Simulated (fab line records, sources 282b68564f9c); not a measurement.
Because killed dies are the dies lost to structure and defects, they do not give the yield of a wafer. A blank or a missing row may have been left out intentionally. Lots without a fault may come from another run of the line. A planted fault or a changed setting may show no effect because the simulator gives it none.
fab line records | flow ritCmos
record lots=7 | wafers=21 | lastDay=7
route steps=202 shown ACTIVE@19 FOX1@20 FOX2@23 NWELL@28 M1@202
lots that met no fault: from a run of the same line without faults
startH: start of the lot's first displayed wafer, in hours after the record's first day | waitH: hours from the lot's prior step to this one | " the same as in the row above | L1.1+2: several wafers, shown together as one row | - no value present, or no start provided | * or withheld: withheld | < > ~ a bound
route shown NAME@n: a module of which the file shows steps, and the number in the route of the first | usual: mean/standard deviation of fault-free wafers | same: alike in all rows | chamber/n: place in a boat | sites: readings site by site | _std_site: how widely they spread, as a standard deviation | _edge_site: outer sites' mean less inner sites' | radiusMm: how far each site lies from the wafer's centre | mask NAME#n: copy n | behind: the last tool/chamber to shape the wafer | hold: why the lot was held/for how many hours/how that ended | device: the transistor (n, p or np) that didn't switch | end of line: the tests these same wafers got at the end of their route | where a step has no rows: the recipe by itself | killed: dies lost to structure and defects at the first sort, not the wafer's yield | map: shows each die of a wafer: x if killed, . if not, _ if none is there
set.NAME: the run value of the setting; set.NAME@STEP: its run value at that earlier step | model.NAME: the simulator's own value behind a step, which no gauge read
lots at some steps of the route; a table a step, a row a wafer
services: a tool's chamber out of use, with start hour (startH, from the record's first day; less than 0 if before it), hours out, and reason
## steps
# step RIT_ACTIVE_CLEAN_17
# recipe chemistry=SC2 | mix=3:3:50 | timeS=600 | tempC=75 | dry=n2Spin
# step RIT_FOX1_OXIDATION_00
# recipe tempC=1100 | ambient=H2O | targetThkA=3507 | pH2oTorr=720 | oxTimeS=1130
# step RIT_FOX1_THK_MEAS_01
# recipe reads=SiO2_of_FOX1_OXIDATION_00
# usual FOX1_OXIDE_THK=354/7
lot.wafer | tool         | chamber | startH | waitH | FOX1_OXIDE_THK[nm]
L169.1    | filmMetro-04 | -       | 24.56  | 0.0   | 353
L169.4    | "            | -       | "      | "     | 352
L169.5    | "            | -       | "      | "     | 351
L178.1    | filmMetro-01 | -       | 72.34  | 0.0   | 361
L178.2    | "            | -       | "      | "     | 361
L178.5    | "            | -       | "      | "     | 360
L179.1    | filmMetro-01 | -       | 77.53  | 0.0   | 362
L179.3    | "            | -       | "      | "     | 359
L179.4    | "            | -       | "      | "     | 357
L181.1    | filmMetro-04 | -       | 85.52  | 0.0   | 359
L181.4    | "            | -       | "      | "     | 353
L181.6    | "            | -       | "      | "     | 356
L184.1    | filmMetro-04 | -       | 98.62  | 0.0   | 347
L184.2    | "            | -       | "      | "     | 354
L184.3    | "            | -       | "      | "     | 342
L190.2    | filmMetro-01 | -       | 128.85 | 0.0   | 363
L190.5    | "            | -       | "      | "     | 361
L190.6    | "            | -       | "      | "     | 361
L191.1    | filmMetro-01 | -       | 135.52 | 0.0   | 355
L191.4    | "            | -       | "      | "     | 358
L191.5    | "            | -       | "      | "     | 353
# step RIT_FOX1_WET_ETCH_02
# recipe chemistry=BOE | targetDepthNm=350 | timeS=390 | tempC=21.5 | dry=n2Spin | dilution=10:1 | target=SiO2
# step RIT_FOX2_OXIDATION_00
# recipe tempC=1100 | ambient=H2O | targetThkA=3507 | pH2oTorr=720 | oxTimeS=1130
# step RIT_FOX2_THK_MEAS_01
# recipe reads=SiO2_of_FOX2_OXIDATION_00
# usual FOX2_OXIDE_THK=352/6.2
lot.wafer | tool         | chamber | startH | waitH | FOX2_OXIDE_THK[nm]
L169.1    | filmMetro-03 | -       | 26.47  | 0.0   | 354
L169.4    | "            | -       | "      | "     | 357
L169.5    | "            | -       | "      | "     | 353
L178.1    | filmMetro-02 | -       | 77.78  | 0.0   | 348
L178.2    | "            | -       | "      | "     | 344
L178.5    | "            | -       | "      | "     | 351
L179.1    | filmMetro-02 | -       | 80.58  | 0.0   | 356
L179.3    | "            | -       | "      | "     | 357
L179.4    | "            | -       | "      | "     | 363
L181.1    | filmMetro-02 | -       | 89.63  | 0.0   | 353
L181.4    | "            | -       | "      | "     | 350
L181.6    | "            | -       | "      | "     | 343
L184.1    | filmMetro-02 | -       | 101.11 | 0.0   | 340
L184.2    | "            | -       | "      | "     | 340
L184.3    | "            | -       | "      | "     | 346
L190.2    | filmMetro-04 | -       | 130.35 | 0.0   | 353
L190.5    | "            | -       | "      | "     | 352
L190.6    | "            | -       | "      | "     | 353
L191.1    | filmMetro-04 | -       | 137.21 | 0.0   | 346
L191.4    | "            | -       | "      | "     | 340
L191.5    | "            | -       | "      | "     | 341
# step RIT_FOX2_CLEAN_02
# recipe chemistry=dHF | dilution=50:1 | timeS=180
# step RIT_FOX2_WET_ETCH_03
# recipe chemistry=H3PO4 | target=Si3N4 | targetDepthNm=195 | tempC=165 | timeS=2700
# step RIT_FOX2_THK_MEAS_90
# recipe reads=SiO2_of_FOX2_OXIDATION_00
# usual FIELD_OXIDE_LEFT_1_THK=324/6.2
lot.wafer | tool         | chamber | startH | waitH | FIELD_OXIDE_LEFT_1_THK[nm]
L169.1    | filmMetro-02 | -       | 27.35  | 0.0   | 327
L169.4    | "            | -       | "      | "     | 330
L169.5    | "            | -       | "      | "     | 325
L178.1    | filmMetro-04 | -       | 78.66  | 0.0   | 321
L178.2    | "            | -       | "      | "     | 317
L178.5    | "            | -       | "      | "     | 324
L179.1    | filmMetro-02 | -       | 81.46  | 0.0   | 329
L179.3    | "            | -       | "      | "     | 330
L179.4    | "            | -       | "      | "     | 336
L181.1    | filmMetro-03 | -       | 90.51  | 0.0   | 326
L181.4    | "            | -       | "      | "     | 324
L181.6    | "            | -       | "      | "     | 316
L184.1    | filmMetro-04 | -       | 101.99 | 0.0   | 312
L184.2    | "            | -       | "      | "     | 312
L184.3    | "            | -       | "      | "     | 318
L190.2    | filmMetro-04 | -       | 131.23 | 0.0   | 325
L190.5    | "            | -       | "      | "     | 324
L190.6    | "            | -       | "      | "     | 325
L191.1    | filmMetro-03 | -       | 138.10 | 0.0   | 318
L191.4    | "            | -       | "      | "     | 313
L191.5    | "            | -       | "      | "     | 314
# step RIT_NWELL_HMDS_00
# recipe primeTimeS=60 | primeTempC=140
# step RIT_NWELL_COAT_01
# recipe resist=NOVOLAK | spinRpm=2000 | resistThkNm=1300
# step RIT_NWELL_SOFTBAKE_02
# recipe resist=NOVOLAK | tempC=90 | timeS=60
# step RIT_NWELL_EXPOSE_03
# recipe maskId=M2 | na=0.57 | targetCdNm=43900 | doseMj=250
lot.wafer  | tool            | chamber | startH | waitH | mask | model.NWELL.overlayXNm
L169.1+4+5 | ilineStepper-01 | 0       | 28.01  | 0.2   | M2#0 | -1.462
L178.1+2+5 | ilineStepper-02 | 0       | 79.29  | 0.2   | M2#0 | 0.6649
L179.1+3+4 | ilineStepper-02 | 0       | 81.97  | 0.1   | M2#0 | -150.6
L181.1+4+6 | ilineStepper-02 | 0       | 91.15  | 0.2   | M2#0 | -149.9
L184.1+2+3 | ilineStepper-02 | 0       | 102.62 | 0.2   | M2#0 | -150.9
L190.2+5+6 | ilineStepper-01 | 0       | 131.92 | 0.3   | M2#0 | -0.6143
L191.1+4+5 | ilineStepper-01 | 0       | 138.61 | 0.1   | M2#0 | 0.1417
# step RIT_NWELL_PEB_04
# recipe resist=NOVOLAK | tempC=withheld | timeS=withheld
# step RIT_NWELL_DEVELOP_05
# recipe resist=NOVOLAK | developTimeS=68 | devTempC=23
# step RIT_NWELL_OVL_MEAS_06
# usual NWELL_OVL=0.6/1.3
lot.wafer | tool       | chamber | startH | waitH | NWELL_OVL[nm]
L169.1    | overlay-01 | -       | 28.46  | -     | -2.5
L169.4    | "          | -       | "      | "     | -1.4
L169.5    | "          | -       | "      | "     | -0.9
L178.1    | overlay-01 | -       | 79.72  | -     | 1.0
L178.2    | "          | -       | "      | "     | 0.3
L178.5    | "          | -       | "      | "     | 0.1
L179.1    | overlay-01 | -       | 82.40  | -     | -149.7
L179.3    | "          | -       | "      | "     | -150.2
L179.4    | "          | -       | "      | "     | -150.6
L181.1    | overlay-01 | -       | 91.58  | -     | -150.8
L181.4    | "          | -       | "      | "     | -151.4
L181.6    | "          | -       | "      | "     | -151.9
L184.1    | overlay-02 | -       | 103.05 | -     | -151.0
L184.2    | "          | -       | "      | "     | -150.5
L184.3    | "          | -       | "      | "     | -150.5
L190.2    | overlay-02 | -       | 132.33 | -     | 0.0
L190.5    | "          | -       | "      | "     | -0.5
L190.6    | "          | -       | "      | "     | 0.6
L191.1    | overlay-01 | -       | 139.04 | -     | 2.9
L191.4    | "          | -       | "      | "     | 1.6
L191.5    | "          | -       | "      | "     | 1.3
# step RIT_NWELL_HARDBAKE_07
# recipe resist=NOVOLAK | tempC=140 | timeS=120
# step RIT_M1_PROBE_99
# usual killedAtFrontEnd=6.9/2.9 | killedDies=7.1/2.9 | killedOnRim=1.9/1.4 | killedOpen=3.3/1.8 | killedShort=3.6/2.2
# same grossDies=264 | killed_at_M0_to_M3=0 | killed_at_M4_up=0 | killedAtBackSide=0 | killedAtContacts=0 | killedAtOther=0
lot.wafer | tool      | chamber | startH | waitH | killedAtFrontEnd | killedDies | killedOnRim | killedOpen | killedShort | model.etest.wellEdgeRight.lineOhmUm | model.etest.wellEdgeLeft.lineOhmUm
L169.1    | prober-02 | -       | 71.69  | 0.1   | 4                | 4          | 1           | 3          | 1           | 180.6                               | 181.8
L169.4    | prober-02 | -       | 71.84  | 0.2   | 7                | 7          | 6           | 4          | 3           | 182.9                               | 182.7
L169.5    | prober-02 | -       | 71.89  | 0.2   | 6                | 6          | 2           | 4          | 2           | 182.8                               | 183.7
L178.1    | prober-01 | -       | 118.04 | 0.1   | 4                | 4          | 0           | 3          | 1           | 183.2                               | 182.2
L178.2    | prober-01 | -       | 118.09 | 0.1   | 7                | 7          | 0           | 3          | 4           | 183.9                               | 185.2
L178.5    | prober-01 | -       | 118.24 | 0.2   | 3                | 3          | 2           | 0          | 3           | 180                                 | 183.4
L179.1    | prober-02 | -       | 122.69 | 0.1   | 10               | 10         | 2           | 3          | 7           | 189.5                               | 176.4
L179.3    | prober-02 | -       | 122.79 | 0.2   | 5                | 5          | 1           | 3          | 2           | 192.7                               | 174.8
L179.4    | prober-02 | -       | 122.84 | 0.2   | 7                | 7          | 0           | 3          | 4           | 190.6                               | 175.6
L181.1    | prober-02 | -       | 131.97 | 0.1   | 9                | 9          | 1           | 5          | 4           | 189.6                               | 173.7
L181.4    | prober-02 | -       | 132.12 | 0.2   | 9                | 9          | 2           | 6          | 3           | 187.8                               | 174.9
L181.6    | prober-02 | -       | 132.22 | 0.2   | 10               | 10         | 4           | 4          | 6           | 190.2                               | 175.7
L184.1    | prober-01 | -       | 142.69 | 0.1   | 3                | 3          | 0           | 2          | 1           | 187.2                               | 177.8
L184.2    | prober-01 | -       | 142.74 | 0.1   | 8                | 8          | 4           | 5          | 3           | 191.1                               | 174.8
L184.3    | prober-01 | -       | 142.79 | 0.2   | 6                | 6          | 3           | 3          | 3           | 190.4                               | 173.9
L190.2    | prober-01 | -       | 174.23 | 0.1   | 9                | 9          | 3           | 7          | 2           | 181.5                               | 180.3
L190.5    | prober-01 | -       | 174.38 | 0.2   | 9                | 9          | 3           | 4          | 5           | 182.6                               | 181
L190.6    | prober-01 | -       | 174.43 | 0.2   | 7                | 7          | 2           | 2          | 5           | 183.8                               | 180.7
L191.1    | prober-02 | -       | 179.76 | 0.1   | 9                | 9          | 4           | 7          | 2           | 183                                 | 181.2
L191.4    | prober-02 | -       | 179.91 | 0.2   | 5                | 5          | 1           | 4          | 1           | 184.5                               | 184.7
L191.5    | prober-02 | -       | 179.96 | 0.2   | 9                | 9          | 4           | 3          | 6           | 182.3                               | 181.4
# killed by level:class
L169.1 FOX1:geometricParticle:open=2 SPACER:geometricParticle:open=1 SILICIDE:geometricParticle:short=1
L169.4 FOX1:geometricParticle:open=2 GATE:geometricParticle:short=2 FOX2:geometricParticle:short=1 FOX2:geometricParticle:open=1 GATE:geometricParticle:open=1
L169.5 GATE:geometricParticle:open=3 GATE:geometricParticle:short=1 SILICIDE:geometricParticle:open=1 SILICIDE:geometricParticle:short=1
L178.1 SPACER:geometricParticle:open=2 GATE:geometricParticle:short=1 SILICIDE:geometricParticle:open=1
L178.2 FOX2:geometricParticle:short=2 FOX2:geometricParticle:open=1 GATE:geometricParticle:open=1 REOX:geometricParticle:short=1 SPACER:geometricParticle:short=1 SPACER:geometricParticle:open=1
L178.5 FOX1:geometricParticle:short=1 GATE:geometricParticle:short=1 SILICIDE:geometricParticle:short=1
L179.1 GATE:geometricParticle:short=3 SPACER:geometricParticle:short=3 FOX1:geometricParticle:short=1 GATE:geometricParticle:open=1 REOX:geometricParticle:open=1 SPACER:geometricParticle:open=1
L179.3 GATE:geometricParticle:open=2 GATE:geometricParticle:short=1 SPACER:geometricParticle:open=1 SPACER:geometricParticle:short=1
L179.4 FOX2:geometricParticle:short=1 GATE:geometricParticle:open=1 GATE:geometricParticle:short=1 REOX:geometricParticle:short=1 REOX:geometricParticle:open=1 SPACER:geometricParticle:open=1 SPACER:geometricParticle:short=1
L181.1 SPACER:geometricParticle:open=3 FOX1:geometricParticle:short=2 FOX1:geometricParticle:open=1 GATE:geometricParticle:open=1 GATE:geometricParticle:short=1 SPACER:geometricParticle:short=1
L181.4 GATE:geometricParticle:open=2 SILICIDE:geometricParticle:open=2 FOX1:geometricParticle:open=1 GATE:geometricParticle:short=1 SPACER:geometricParticle:open=1 SPACER:geometricParticle:short=1 SILICIDE:geometricParticle:short=1
L181.6 FOX1:geometricParticle:open=3 GATE:geometricParticle:short=2 SPACER:geometricParticle:short=2 FOX1:geometricParticle:short=1 SPACER:geometricParticle:open=1 SILICIDE:geometricParticle:short=1
L184.1 FOX1:geometricParticle:short=1 FOX1:geometricParticle:open=1 SILICIDE:geometricParticle:open=1
L184.2 GATE:geometricParticle:open=4 SPACER:geometricParticle:short=2 REOX:geometricParticle:open=1 SILICIDE:geometricParticle:short=1
L184.3 GATE:geometricParticle:short=2 FOX1:geometricParticle:open=1 GATE:geometricParticle:open=1 REOX:geometricParticle:short=1 SPACER:geometricParticle:open=1
L190.2 GATE:geometricParticle:open=3 REOX:geometricParticle:open=2 FOX1:geometricParticle:open=1 FOX2:geometricParticle:short=1 GATE:geometricParticle:short=1 SILICIDE:geometricParticle:open=1
L190.5 FOX1:geometricParticle:short=3 REOX:geometricParticle:open=2 FOX1:geometricParticle:open=1 GATE:geometricParticle:short=1 REOX:geometricParticle:short=1 SPACER:geometricParticle:open=1
L190.6 FOX1:geometricParticle:short=1 GATE:geometricParticle:open=1 GATE:geometricParticle:short=1 SPACER:geometricParticle:short=1 SILICIDE:geometricParticle:short=1 SILICIDE:geometricParticle:open=1 STARTING-WAFER:geometricParticle:short=1
L191.1 FOX1:geometricParticle:open=2 GATE:geometricParticle:open=2 REOX:geometricParticle:open=2 FOX1:geometricParticle:short=1 FOX2:geometricParticle:open=1 SPACER:geometricParticle:short=1
L191.4 GATE:geometricParticle:open=4 GATE:geometricParticle:short=1
L191.5 GATE:geometricParticle:short=4 REOX:geometricParticle:short=2 REOX:geometricParticle:open=2 GATE:geometricParticle:open=1
## services
tool            | chamber | startH | hours | kind
ilineStepper-02 | 0       | 16.46  | -     | calibration
ilineStepper-01 | -       | 75.03  | 0.8   | repair
ilineStepper-02 | -       | 137.05 | 6.8   | repair
## key
firstSign step=RIT_NWELL_OVL_MEAS_06 | reading=NWELL_OVL | direction=down | sigmas=99+ | usual=0.6 | struck=-150.7
effect none on later readings
modelEffect step=RIT_NWELL_EXPOSE_03 | value=NWELL.overlayXNm | without=-0.484 | struck=-150.5
modelEffect step=RIT_M1_PROBE_99 | value=etest.wellEdgeRight.lineOhmUm | without=181.7 | struck=189.9
metAt RIT_NWELL_EXPOSE_03
struckWafers L179.1,L179.3,L179.4,L181.1,L181.4,L181.6,L184.1,L184.2,L184.3
testerLeftOut L179,L181,L184
onsetBetween 79.29 81.97
fault kind=scannerMatchingOverlay | tool=ilineStepper-02 | chamber=- | onsetH=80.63 | steps=RIT_NWELL_EXPOSE_03 | offset=-150
# testerLeftOut: of these lots the tester's yield and bins aren't shown, on N5 and GAA mostly nor the transistor test; their killed dies are dies lost to structure and defects alone, not to doping, threshold or leakage, so they don't give the yield
